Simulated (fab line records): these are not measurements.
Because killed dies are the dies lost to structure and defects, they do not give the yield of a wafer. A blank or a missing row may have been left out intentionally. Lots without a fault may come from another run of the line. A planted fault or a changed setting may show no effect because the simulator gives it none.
Shared-tool check | flow berkeley-cmos170 | Sampled: 14 lots, 42 wafers

== THE REASON FOR OPENING IT ==
At UCB170_SDANNEAL_RS_MEAS_04 the reading PLDD_RS is flagged on 2 of 14 lots. Fault-free wafers read 1033.4 ohm/sq, with a standard deviation of 2.4.
Rule: a lot is flagged when every wafer of it that has a number lies more than 4 standard deviations from that mean, or none has a number. As for the other lots, they are considered sound.

lot  | measured     | on            | PLDD_RS (ohm/sq), wafer by wafer | flag
L387 | day 7 07:33  | film-metro-01 | 1035.1 1031.6 1033.9             |
L389 | day 7 08:55  | film-metro-04 | 1031.9 1032.5 1035.9             |
L390 | day 7 21:45  | film-metro-04 | 1034.1 1033.3 1033.4             |
L388 | day 7 22:05  | film-metro-03 | 1031.3 1027.1 1031.9             |
L391 | day 8 10:34  | film-metro-03 | 1038.6 1034.5 1036.5             |
L395 | day 9 05:10  | film-metro-04 | 973.9 974.5 974.7                | FLAGGED
L394 | day 9 05:13  | film-metro-01 | 975.5 975.3 977.2                | FLAGGED
L398 | day 9 19:57  | film-metro-03 | 1033.4 1033.5 1033.1             |
L399 | day 9 19:59  | film-metro-01 | 1034.0 1033.9 1037.6             |
L396 | day 9 20:12  | film-metro-04 | 1034.7 1034.3 1032.9             |
L397 | day 9 20:26  | film-metro-01 | 1039.0 1035.8 1034.5             |
L407 | day 11 12:44 | film-metro-01 | 1033.9 1032.6 1037.4             |
L408 | day 11 15:40 | film-metro-04 | 1034.8 1034.9 1033.6             |
L410 | day 11 15:49 | film-metro-01 | 1032.9 1031.4 1034.5             |
On average the flagged lots' numbers are 975.2 ohm/sq, which is -58.2 ohm/sq against the usual, or -24 standard deviations.

== WHICH TOOL RAN EACH LOT ==
Before the reading, the record contains 2 process steps out of a 331-step route. Every cell lists first the tool, next ch and the chambers used by the sampled wafers, and last the start.
lot  | flag    | UCB170_SPACER_ANNEAL_02       | UCB170_BACKSIDE_STRIP_03
L387 |         | furnace-01 ch 0, day 7 00:33  | plasma-asher-04 ch 0,1, day 7 06:49
L389 |         | furnace-01 ch 0, day 7 00:33  | plasma-asher-04 ch 0,1, day 7 08:16
L390 |         | furnace-03 ch 0, day 7 14:35  | plasma-asher-01 ch 0,1, day 7 21:05
L388 |         | furnace-03 ch 0, day 7 14:35  | plasma-asher-03 ch 0,1, day 7 21:25
L391 |         | furnace-04 ch 0, day 8 01:49  | plasma-asher-01 ch 0,1, day 8 09:56
L395 | FLAGGED | furnace-04 ch 0, day 8 21:46  | plasma-asher-04 ch 0,1, day 9 04:21
L394 | FLAGGED | furnace-04 ch 0, day 8 21:46  | plasma-asher-03 ch 0,1, day 9 04:23
L398 |         | furnace-03 ch 0, day 9 10:25  | plasma-asher-04 ch 0,1, day 9 19:08
L399 |         | furnace-03 ch 0, day 9 10:25  | plasma-asher-03 ch 0,1, day 9 19:10
L396 |         | furnace-03 ch 0, day 9 10:25  | plasma-asher-01 ch 0, day 9 19:29
L397 |         | furnace-03 ch 0, day 9 10:25  | plasma-asher-03 ch 0,1, day 9 19:35
L407 |         | furnace-03 ch 0, day 11 04:42 | plasma-asher-04 ch 1, day 11 12:00
L408 |         | furnace-03 ch 0, day 11 04:42 | plasma-asher-04 ch 0,1, day 11 15:01
L410 |         | furnace-03 ch 0, day 11 04:42 | plasma-asher-04 ch 0,1, day 11 15:05
What the steps here do:
- UCB170_SPACER_ANNEAL_02: time 1800 s.
- UCB170_BACKSIDE_STRIP_03: strips in O2.
- UCB170_SDANNEAL_RS_MEAS_04: measures by four-point-probe.

== FLAGGED OVER TOTAL, TOOL BY TOOL (the gauges that took the reading come last) ==
step                       | tool            | lots run | flagged | share of the flagged lots | sound lots run after its first flagged lot
UCB170_SPACER_ANNEAL_02    | furnace-01      | 2        | 0       | none                      | -
UCB170_SPACER_ANNEAL_02    | furnace-03      | 9        | 0       | none                      | -
UCB170_SPACER_ANNEAL_02    | furnace-04      | 3        | 2       | all                       | 0
UCB170_BACKSIDE_STRIP_03   | plasma-asher-01 | 3        | 0       | none                      | -
UCB170_BACKSIDE_STRIP_03   | plasma-asher-03 | 4        | 1       | some                      | 2 (L399,L397)
UCB170_BACKSIDE_STRIP_03   | plasma-asher-04 | 7        | 1       | some                      | 4 (L398,L407,L408,L410)
UCB170_SDANNEAL_RS_MEAS_04 | film-metro-01   | 6        | 1       | some                      | 4 (L399,L397,L407,L410)
UCB170_SDANNEAL_RS_MEAS_04 | film-metro-03   | 3        | 0       | none                      | -
UCB170_SDANNEAL_RS_MEAS_04 | film-metro-04   | 5        | 1       | some                      | 2 (L396,L408)

== WHAT IS ALLOWED BY THE TABLE ==
In the table, 1 row covers all flagged lots: furnace-04 at UCB170_SPACER_ANNEAL_02.
- furnace-04 at UCB170_SPACER_ANNEAL_02: 2 of its 3 lots flagged. A fault beginning between L391 (day 8 01:49), its last sound lot, and L394 (day 8 21:46), its first flagged one, fits the data.
Left over: one tool, furnace-04 at UCB170_SPACER_ANNEAL_02.

== WHAT HAD BEEN PUT IN BY THE SIMULATOR ==
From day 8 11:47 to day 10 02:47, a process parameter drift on furnace-04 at UCB170_SPACER_ANNEAL_02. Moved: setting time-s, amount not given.
Shown lots that were struck: L395, L394. This agrees with what the rule above found.
